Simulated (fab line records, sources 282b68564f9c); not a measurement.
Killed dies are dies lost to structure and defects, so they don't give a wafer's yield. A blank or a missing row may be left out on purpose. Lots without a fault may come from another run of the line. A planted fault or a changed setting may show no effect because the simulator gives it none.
A struck lot beside a sound one | flow rit_cmos | 12 steps out of a route of 202
Sound: wafers L834.1, L834.3, L834.5. Struck: wafers L836.2, L836.3, L836.4. The cause comes at the end.
At each step with rows: each side's tool, then ch and its chambers, then its first start. Under that, the readings that differ: sound wafers | struck wafers | difference of the means | sigmas: that difference in standard deviations of wafers without a fault.
alike: readings whose means differ by less than 2 such deviations, and words and numbers that are the same on both sides. not compared: withheld readings, readings that some wafer has no value for, bounds like >300 that may hide the same value, and numbers for which the record gives no deviation and whose values overlap.
The two part at a step that has a row with sigmas, a row that says differs or no value, or rows on one side only. Numbers that don't overlap but have no deviation are shown without sigmas and don't part them. A reading that every wafer of one side lacks parts them only if that side has two wafers or more.

RIT_ACTIVE_BOW_MEAS_00:
  sound on film_metro-04, day 2 01:00; struck on film_metro-02, day 2 11:01
  alike: INCOMING_BOW
then, 1 step without rows for these wafers: RIT_ACTIVE_OXIDATION_01 (target thk 46.8 nm, ox time 3360 s).
RIT_ACTIVE_THK_MEAS_02:
  sound on film_metro-03, day 2 03:49; struck on film_metro-03, day 2 13:29
  alike: ACTIVE_OXIDE_THK
then, 1 step without rows for these wafers: RIT_ACTIVE_CVD_03 (deposits Si3N4 from SiH2Cl2/NH3, target thk 150 nm, time 1500 s).
RIT_ACTIVE_THK_MEAS_04:
  sound on film_metro-02, day 2 06:01; struck on film_metro-03, day 2 14:58
  alike: ACTIVE_NITRIDE_THK
then, 5 steps without rows for these wafers: RIT_ACTIVE_HMDS_05 (prime time 60 s); RIT_ACTIVE_COAT_06 (resist thk 1000 nm); RIT_ACTIVE_SOFTBAKE_07 (time 60 s); RIT_ACTIVE_EXPOSE_08 (exposes mask M1, target cd 1400 nm); RIT_ACTIVE_PEB_09.
RIT_ACTIVE_DEVELOP_10: develop time 50 s.
  sound on litho_track-03 ch 0, day 2 06:00; struck on litho_track-03, day 2 15:00
  no value came back on the struck wafers for chill_plate_temp_C (C), develop_time_s (s), resist_line_temp_C (C); on the sound wafers chill_plate_temp_C (C) reads 23.03 22.77 22.93
RIT_ACTIVE_CD_MEAS_11: target cd 1400 nm.
  sound on cd_sem-01, day 2 06:55; struck on cd_sem-02, day 2 16:00
  reading    | sound                | struck | difference                    | sigmas
  cd_nm (nm) | 1397.5 1396.9 1400.1 | - - -  | no value on the struck wafers |

WHERE THEY PART
First at RIT_ACTIVE_DEVELOP_10; last, within this record, at RIT_ACTIVE_CD_MEAS_11.

WHY: what the simulator had put in
Skipped step whole: litho_track-03, from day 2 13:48 on, at RIT_ACTIVE_DEVELOP_10. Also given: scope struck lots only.
